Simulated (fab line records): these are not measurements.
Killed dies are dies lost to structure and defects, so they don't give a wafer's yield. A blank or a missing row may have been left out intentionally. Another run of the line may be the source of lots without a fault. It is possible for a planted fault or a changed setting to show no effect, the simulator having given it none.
What tool caused it? | flow ritCmos | Sampling: 7 lots, 21 wafers, 2 of 202 route steps

WHAT EACH GAUGE READ, for each wafer
RIT_ACTIVE_CD_MEAS_90 targets a cd of 1400 nm.
lot  | measured    | on       | cdNm (nm)
L996 | day 1 20:01 | cdSem-01 | 1396.2 1396.3 1397.0
L998 | day 2 06:51 | cdSem-01 | 1394.9 1397.1 1397.2
L100 | day 2 16:01 | cdSem-02 | 1400.8 1398.3 1399.0
L106 | day 3 22:02 | cdSem-01 | 1399.4 1401.6 1401.6
L110 | day 4 18:08 | cdSem-02 | 1402.3 1404.2 1404.7
L114 | day 5 14:08 | cdSem-02 | 1404.2 1402.2 1403.3
L118 | day 6 10:14 | cdSem-02 | 1398.3 1396.4 1400.6

WHAT TOOL EACH LOT RAN ON (gives the tool, then ch and the chambers of the sampled wafers, and finally the start)
lot  | RIT_ACTIVE_SOFTBAKE_07
L996 | lithoTrack-04 ch 0, day 1 18:53
L998 | lithoTrack-04 ch 0, day 2 05:36
L100 | lithoTrack-01 ch 0, day 2 14:53
L106 | lithoTrack-01 ch 0, day 3 20:55
L110 | lithoTrack-04 ch 0, day 4 16:53
L114 | lithoTrack-02 ch 0, day 5 12:53
L118 | lithoTrack-04 ch 0, day 6 08:58
- RIT_ACTIVE_SOFTBAKE_07: time 60 s.

THE ANSWER, worked out from the rows above alone
Rule: the lots themselves supply what counts as usual. Put in order of their means at a reading, lots are off if they are a third of the lots or fewer, leave a main group of 4 or more, and stand apart from it by a gap of 3 or more times the standard deviation of the main group's means; of several such gaps the widest counts. Not used: any main group whose means are identical at the precision the tables above print for the reading. A lot without any number at a reading at which 4 lots or more have one is off too. All remaining lots with rows at the step are treated as sound.
Across all readings shown, no lot is off: no conclusion can be drawn from this.

WHAT THE SIMULATOR HAD INSERTED
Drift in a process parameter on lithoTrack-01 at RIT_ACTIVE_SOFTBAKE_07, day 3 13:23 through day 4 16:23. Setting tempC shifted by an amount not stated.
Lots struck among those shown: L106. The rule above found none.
